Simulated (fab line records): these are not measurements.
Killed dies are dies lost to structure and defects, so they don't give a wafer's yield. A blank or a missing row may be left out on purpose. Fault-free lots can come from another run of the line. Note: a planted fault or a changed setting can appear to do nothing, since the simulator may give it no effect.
What tool caused it? -- flow berkeley-cmos170 -- 37 wafers from 13 lots sampled at 3 of the route's 331 steps

== WHAT EACH GAUGE READ, for each wafer ==
UCB170_M1_CD_MEAS_90 targets a cd of 700 nm.
lot,measured,on,cd-nm (nm)
L839,day 8 00:35,cd-sem-02,701.3 696.0 696.8
L837,day 8 02:16,cd-sem-02,700.5 697.6 696.9
L844,day 8 21:48,cd-sem-01,700.4 702.1 704.5
L842,day 8 21:49,cd-sem-02,702.4 700.2 697.5
L845,day 9 15:21,cd-sem-02,695.4 698.4 697.9
L847,day 9 18:56,cd-sem-02,700.1 699.9 700.3
L848,day 10 15:19,cd-sem-01,697.3 697.1 699.9
L854,day 11 16:59,cd-sem-02,702.2 699.8 695.1
L858,day 11 18:28,cd-sem-01,699.7 698.8 696.3
L857,day 11 18:56,cd-sem-02,701.0 705.5 702.3
L856,day 11 19:32,cd-sem-01,698.1 702.3 698.6
L855,day 11 19:56,cd-sem-02,700.7
L859,day 12 06:40,cd-sem-02,698.1 701.7 699.0

UCB170_V1_OVL_MEAS_13.
lot,measured,on,V1_OVL (nm)
L839,day 8 07:22,overlay-02,-5 -8 -1
L837,day 8 08:25,overlay-02,3 5 6
L844,day 9 05:25,overlay-02,-3 -4 -6
L842,day 9 05:41,overlay-02,-1 -2 2
L845,day 10 03:50,overlay-02,8 0 5
L847,day 10 03:51,overlay-01,-5 3 -1
L848,day 10 21:32,overlay-02,3 -2 2
L854,day 11 21:11,overlay-02,12 0 9
L858,day 12 01:32,overlay-01,1 3 -4
L857,day 12 02:16,overlay-01,-4 -6 -6
L856,day 12 01:59,overlay-01,-3 -5 -3
L855,day 12 01:49,overlay-02,2
L859,day 12 11:53,overlay-02,4 0 -3

UCB170_V2_OVL_MEAS_13.
lot,measured,on,V2_OVL (nm)
L839,day 8 17:41,overlay-02,11 14 6
L837,day 8 18:00,overlay-02,5 -1 6
L844,day 9 10:36,overlay-02,3 3 -1
L842,day 9 11:02,overlay-02,-2 9 -4
L845,day 10 10:08,overlay-02,5 19 12
L847,day 10 10:24,overlay-01,2 1 2
L848,day 11 06:11,overlay-02,2 -6 -1
L854,day 12 06:34,overlay-02,12 12 12
L858,day 12 10:54,overlay-02,1 0 6
L857,day 12 11:11,overlay-02,0 6 6
L856,day 12 11:29,overlay-02,-4 -7 1
L855,day 12 11:22,overlay-02,10
L859,day 12 18:15,overlay-02,0 4 -2

== WHICH TOOL RAN EACH LOT (tool, then ch and the chambers of the sampled wafers, then the start) ==
Record: no process step prior to these readings.

== AS READ BY THE TOOLS THEMSELVES (means over the sampled wafers that have a number; for cases with no such wafer, the mark the record gives instead) ==
The record holds no such reading with a usual standard deviation.

== THE ANSWER, worked out from the rows above alone ==
Rule: what is usual is taken from the lots themselves. The widest of any qualifying gaps counts: lots, ordered by their means at a reading, are off when they make up no more than a third of the lots, leave a main group of 4 or more, and stand apart from it by 3 or more times the standard deviation of that group's means. A main group is skipped when, at the precision printed for the reading in the tables above, its means are all equal. A lot without any number at a reading at which 4 lots or more have one is off too. The other lots that the step has rows for count as sound. After the gauges, taken in route order, come the tools' own readings; for these a lot's mean is taken, as printed above. At the first step where some lot is off, the reading lying furthest off is the one used; lots without a number count as furthest.
No lot is off at any reading shown: from this, nothing can be told.

== WHAT HAD BEEN PUT IN BY THE SIMULATOR ==
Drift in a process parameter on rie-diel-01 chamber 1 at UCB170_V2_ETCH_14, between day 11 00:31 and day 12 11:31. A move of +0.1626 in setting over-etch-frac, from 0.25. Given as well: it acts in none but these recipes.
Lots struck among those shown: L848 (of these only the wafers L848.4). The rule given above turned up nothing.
